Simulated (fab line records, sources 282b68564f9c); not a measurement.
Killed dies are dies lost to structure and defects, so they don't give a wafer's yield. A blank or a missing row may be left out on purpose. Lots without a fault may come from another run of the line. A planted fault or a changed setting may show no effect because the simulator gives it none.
A struck lot beside a sound one | flow rit_cmos | 18 steps out of a route of 202
Sound: wafers L238.2, L238.5, L238.6. Struck: wafers L249.1, L249.3, L249.6. The cause comes at the end.
At each step with rows: each side's tool, then ch and its chambers, then its first start. Under that, the readings that differ: sound wafers | struck wafers | difference of the means | sigmas: that difference in standard deviations of wafers without a fault.
alike: readings whose means differ by less than 2 such deviations, and words and numbers that are the same on both sides. not compared: withheld readings, readings that some wafer has no value for, bounds like >300 that may hide the same value, and numbers for which the record gives no deviation and whose values overlap.
The two part at a step that has a row with sigmas, a row that says differs or no value, or rows on one side only. Numbers that don't overlap but have no deviation are shown without sigmas and don't part them. A reading that every wafer of one side lacks parts them only if that side has two wafers or more.

first, 5 steps without rows for these wafers: RIT_NSD_COAT_01 (resist thk 1000 nm); RIT_NSD_SOFTBAKE_02 (time 60 s); RIT_NSD_EXPOSE_03 (exposes mask M9, target cd 40700 nm); RIT_NSD_PEB_04; RIT_NSD_DEVELOP_05 (develop time 50 s).
RIT_NSD_OVL_MEAS_06:
  sound on overlay-01, day 4 17:10; struck on overlay-02, day 7 18:54
  alike: NSD_OVL
then, 2 steps without rows for these wafers: RIT_NSD_HARDBAKE_07 (time 60 s); RIT_NSD_IMPLANT_08.
RIT_NSD_STRIP_09: strips in O2, time 180 s.
  sound on plasma_asher-04 ch 0,1, day 4 17:29; struck on plasma_asher-04 ch 1, day 7 19:24
  alike: drypump_motor_current_A
  not compared: rf_hours_counter_h
RIT_NSD_TW_MEAS_10:
  sound on film_metro-04, day 4 17:41; struck on film_metro-04, day 7 19:35
  alike: NSD_TW
then, 2 steps without rows for these wafers: RIT_PSD_HMDS_00 (prime time 60 s); RIT_PSD_COAT_01 (resist thk 1000 nm).
RIT_PSD_SOFTBAKE_02: time 60 s.
  sound on litho_track-02 ch 0, day 4 18:20; struck on litho_track-01 ch 0, day 7 19:56
  reading                                  | sound             | struck            | difference | sigmas
  heater_power_total_W (W)                 | 34.62 34.56 34.57 | 37.14 37.07 37.05 | +2.50      | +48
  plate_temp_C (C)                         | 89.87 89.89 89.93 | 94.52 94.57 94.71 | +4.70      | +36
  model.NOVOLAK_of_PSD_COAT_01.thk_nm (nm) | 1000 997.8 998.6  | 985.4 988.6 986.4 | -12.0      |
then, 2 steps without rows for these wafers: RIT_PSD_EXPOSE_03 (exposes mask M10, target cd 40900 nm); RIT_PSD_PEB_04.
RIT_PSD_DEVELOP_05: develop time 50 s.
  sound on litho_track-01 ch 0; struck on litho_track-03 ch 0
  reading                                  | sound             | struck        | difference | sigmas
  model.NOVOLAK_of_PSD_COAT_01.thk_nm (nm) | 999.8 997.5 998.2 | 985 988.3 986 | -12        |
  alike: developer_temp_C
RIT_PSD_OVL_MEAS_06:
  sound on overlay-02, day 4 18:59; struck on overlay-01, day 7 20:37
  alike: PSD_OVL
then, 1 step without rows for these wafers: RIT_M1_PROBE_99.

WHERE THEY PART
Only at RIT_PSD_SOFTBAKE_02, within this record. Later steps at which nothing parts them and some readings are alike: RIT_PSD_DEVELOP_05, RIT_PSD_OVL_MEAS_06.

WHY: what the simulator had put in
Process parameter drift: litho_track-01, from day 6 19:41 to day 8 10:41, at RIT_PSD_SOFTBAKE_02. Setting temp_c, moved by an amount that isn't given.
